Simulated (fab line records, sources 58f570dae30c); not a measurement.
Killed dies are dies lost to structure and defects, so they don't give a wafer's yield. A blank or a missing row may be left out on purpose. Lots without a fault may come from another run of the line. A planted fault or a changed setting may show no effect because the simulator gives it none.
Problem report in the 8D (eight disciplines) form, filled by code | flow berkeley_cmos170 | the parts of the form that need people (team, actions taken, sign-off) are left out

1. THE PROBLEM
cd_nm at UCB170_ACTIVE_CD_MEAS_13 reads a mean of 1248.5 nm on 6 wafers of 2 lots; wafers without a fault read 1200.2 nm with a standard deviation of 1.3. That is +37 standard deviations from the usual mean.
The step: target cd 1200 nm.
First seen on wafer L845.1, day 8 16:46, on cd_sem-01. The record holds 42 wafers of 14 lots with a number at this step. Rule for "out", or "out of limits": more than 4 standard deviations from the usual mean. The other wafers with a number count as sound.

2. WHAT IT IS AND WHAT IT IS NOT
question                    | is                     | is not
which readings at this step | cd_nm                  | -
which lots                  | L845, L847             | L828, L830, L831, L832, L833, L834, L836, L839, L842, L844, L846, L848
which wafers of those lots  | all that have a number | -
read on which gauges        | cd_sem-01, cd_sem-02   | -
when                        | from day 8 16:46       | up to then (27 sound wafers); but 9 sound wafers of L844, L846, L848 came after

3. SUSPECTS, AND WHAT RULES EACH OUT
Counting: a tool at a process step up to the reading stays a suspect if it ran every lot that is out and no sound lot after the first of them.
- the gauge at UCB170_ACTIVE_CD_MEAS_13: ruled out. The wafers that are out were read on 2 gauges (cd_sem-01, cd_sem-02).
- litho_track-01 at UCB170_ACTIVE_PEB_11: kept. It ran every lot that is out, first L845 (day 8 16:29), and no sound lot after that; its last sound lot up to then is L842 (day 8 01:52). Its own readings are out on those wafers: heater_power_total_W.
Left after counting: litho_track-01 at UCB170_ACTIVE_PEB_11.

4. THE CAUSE (what the simulator had put in)
Process parameter drift: litho_track-01, from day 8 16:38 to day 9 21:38, at UCB170_ACTIVE_PEB_11. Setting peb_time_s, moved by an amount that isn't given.
Counting left only this tool.

5. THE CHAIN OF EFFECTS, in route order
Each row: a reading whose mean over the struck wafers that have a number lies more than 3 standard deviations from the usual. Only readings for which the record gives a usual standard deviation are gone through. hours: the time from each lot's start at the first step in this table that gives one to its start at this step, as a median over the lots. sigmas: the change in usual standard deviations.
hours | step                     | reading              | usual     | on struck wafers | change | sigmas
0     | UCB170_ACTIVE_PEB_11     | heater_power_total_W | 56.81 W   | 68.41            | +11.60 | +99 or more
0     | UCB170_ACTIVE_CD_MEAS_13 | cd_nm                | 1200.2 nm | 1248.5           | +48.3  | +37
The process steps in it:
- UCB170_ACTIVE_PEB_11
Later measuring or inspecting steps at which every struck wafer that the step has a row for has a number for every such reading, and none has moved that far: UCB170_CONTACT_CD_MEAS_90, UCB170_M3_OVL_MEAS_16.

6. WHAT WOULD HAVE CAUGHT IT SOONER
In this record the first reading out of limits at a measuring or inspecting step was taken at day 8 16:46, 0 hours after the fault began at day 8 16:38.
The tool's own readings at UCB170_ACTIVE_PEB_11 were out on every struck wafer that the step has a row for (heater_power_total_W): an alarm limit on them would have fired on the first of those.
All the lots that are out (2) had begun UCB170_ACTIVE_PEB_11 on litho_track-01 by day 8 16:46. A hold on the tool at that time would have spared none of them.
